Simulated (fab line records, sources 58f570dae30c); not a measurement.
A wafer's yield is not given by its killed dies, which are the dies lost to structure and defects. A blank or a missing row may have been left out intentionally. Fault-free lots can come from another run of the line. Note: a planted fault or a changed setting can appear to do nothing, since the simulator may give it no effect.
A lot that was struck, set against a sound lot + flow berkeley cmos170 + 15 steps out of a route of 331
Sound: these wafers, L265.1, L265.4, L265.6. Wafers L263.1, L263.3, L263.4 were the ones struck. The cause comes at the end.
For every step that has rows: the tool of each side, followed by ch and its chambers, followed by its first start. Under that, the readings that differ: sound wafers + struck wafers + difference of the means + sigmas: that difference in standard deviations of wafers without a fault.
alike: readings with means less than 2 such deviations apart, plus words and numbers identical on both sides. not compared: withheld readings, readings lacking a value on some wafer, bounds such as >300 that could conceal the same value, and numbers that have no deviation in the record and whose values overlap.
A row with sigmas, a row that says differs or no value, or rows on one side alone: a step with any of these is where the two part. Non-overlapping numbers with no deviation appear without sigmas and do not part them. A reading missing from all wafers of one side parts the sides only when that side holds two or more wafers.

UCB170_SCREENOX_THK_MEAS_02:
  struck on film metro-02, day 8 06:39; sound on film metro-02, day 8 15:00
  alike: SCREENOX_OXIDE_THK
then, 7 steps without rows for these wafers: UCB170_SCREENOX_ANNEAL_03 (time 900 s); UCB170_NVT_HMDS_00 (prime time 60 s); UCB170_NVT_COAT_01 (resist thk 900 nm); UCB170_NVT_SOFTBAKE_02 (time 60 s); UCB170_NVT_EXPOSE_03 (exposes mask PWELL, target cd 3000 nm); UCB170_NVT_PEB_04; UCB170_NVT_DEVELOP_05 (develop time 45 s).
UCB170_NVT_OVL_MEAS_06:
  struck on overlay-02, day 8 11:19; sound on overlay-02, day 8 19:36
  alike: NVT_OVL
next, for these wafers, 1 step has no rows: UCB170_NVT_IMPLANT_07.
UCB170_NVT_STRIP_08: strips in O2.
  sound on plasma asher-02 ch 0,1, day 8 19:47; struck on plasma asher-02 ch 0,1, day 8 11:30
| reading                      | sound             | struck            | difference | sigmas |
|------------------------------|-------------------|-------------------|------------|--------|
| strip time to endpoint s (s) | 21.69 21.65 21.66 | 21.56 21.51 21.57 | -0.12      | -2     |
  alike: drypump motor current A, o2 flow sccm, oes product au
  not compared: rf hours counter h
UCB170_NVT_TW_MEAS_09:
  struck on film metro-01, day 8 11:36; sound on film metro-03, day 8 19:53
  alike: NVT_TW
UCB170_NVT_CLEAN_10: cleans in SPM, time 600 s.
  sound on wet bench-04 ch 2, day 8 20:12; struck on wet bench-02 ch 2, day 8 11:59
  no value came back on the struck wafers for bath guard temp C (C), bath heat duty pct (%); on the sound wafers bath guard temp C (C) reads 119.4 119.3 119.5
then, 1 step without rows for these wafers: UCB170_PVT_HMDS_00 (prime time 60 s).
UCB170_M3_PROBE_99:
  rows exist in the record for the sound wafers here (prober-02, day 11 08:14), none for the struck ones

## WHERE THEY PART
First at UCB170_NVT_STRIP_08; last, within this record, at UCB170_M3_PROBE_99.

WHY: what the simulator had put in
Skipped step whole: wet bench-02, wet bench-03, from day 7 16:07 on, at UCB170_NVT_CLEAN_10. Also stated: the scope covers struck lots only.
